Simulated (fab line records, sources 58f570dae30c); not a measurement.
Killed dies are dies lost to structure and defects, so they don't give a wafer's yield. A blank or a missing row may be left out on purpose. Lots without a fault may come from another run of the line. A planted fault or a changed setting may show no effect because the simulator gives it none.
A struck lot beside a sound one | flow berkeley_cmos170 | 14 steps out of a route of 331
Sound: wafers L529.1, L529.4, L529.5. Struck: wafer L538.4. (L538.3, L538.5 of the same lot were not struck and are left out.) The cause comes at the end.
At each step with rows: each side's tool, then ch and its chambers, then its first start. Under that, the readings that differ: sound wafers | struck wafers | difference of the means | sigmas: that difference in standard deviations of wafers without a fault.
alike: readings whose means differ by less than 2 such deviations, and words and numbers that are the same on both sides. not compared: withheld readings, readings that some wafer has no value for, bounds like >300 that may hide the same value, and numbers for which the record gives no deviation and whose values overlap.
The two part at a step that has a row with sigmas, a row that says differs or no value, or rows on one side only. Numbers that don't overlap but have no deviation are shown without sigmas and don't part them. A reading that every wafer of one side lacks parts them only if that side has two wafers or more.

UCB170_START_BOW_MEAS_00:
  sound on film_metro-04, day 1 10:00; struck on film_metro-03, day 3 07:02
  alike: INCOMING_BOW
then, 2 steps without rows for these wafers: UCB170_START_CLEAN_01 (cleans in dHF, time 60 s); UCB170_START_OXIDATION_02 (target thk 20 nm, ox time 1800 s).
UCB170_START_THK_MEAS_03:
  sound on film_metro-02, day 1 12:43; struck on film_metro-04, day 3 11:47
  alike: START_OXIDE_THK
then, 7 steps without rows for these wafers: UCB170_START_ANNEAL_04 (time 1200 s); UCB170_ZERO_HMDS_00 (prime time 60 s); UCB170_ZERO_COAT_01 (resist thk 900 nm); UCB170_ZERO_SOFTBAKE_02 (time 60 s); UCB170_ZERO_EXPOSE_03 (exposes mask PM MARKS, target cd 4000 nm); UCB170_ZERO_PEB_04; UCB170_ZERO_DEVELOP_05 (develop time 45 s).
UCB170_ZERO_ETCH_06: etches SiO2 in CHF3/CF4/Ar, time 12 s.
  sound on rie_diel-04 ch 1,2,3, day 1 16:25; struck on rie_diel-04 ch 0, day 3 16:12
  reading               | sound             | struck | difference | sigmas
  oes_product_au (a.u.) | 0.617 0.617 0.632 | 0.590  | -0.032     | -3
  over_etch_frac        | 1.58 1.58 1.58    | 1.847  | +0.267     |
  alike: chamber_pressure_mTorr, drypump_motor_current_A, throttle_valve_pct
  not compared: rf_hours_counter_h
UCB170_ZERO_STRIP_07: strips in O2.
  sound on plasma_asher-02 ch 0,1, day 1 16:26; struck on plasma_asher-03 ch 1, day 3 16:16
  alike: chamber_pressure_mTorr, drypump_motor_current_A, oes_product_au, strip_time_to_endpoint_s
  not compared: rf_hours_counter_h
-- the record jumps here: 6 days lie between the struck wafers' starts before and after (it left off in module ZERO and takes up again in module M3, whose first step shown is number 331 of the route) --
UCB170_M3_PROBE_99:
  the record has rows for the struck wafers here (prober-02, day 9 10:43) and none for the sound ones

WHERE THEY PART
First at UCB170_ZERO_ETCH_06; last, within this record, at UCB170_M3_PROBE_99.

WHY: what the simulator had put in
Process parameter drift: rie_diel-04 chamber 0, from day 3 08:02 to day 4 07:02, at UCB170_ZERO_ETCH_06. Setting over_etch_frac, moved by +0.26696, from 1.58. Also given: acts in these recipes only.
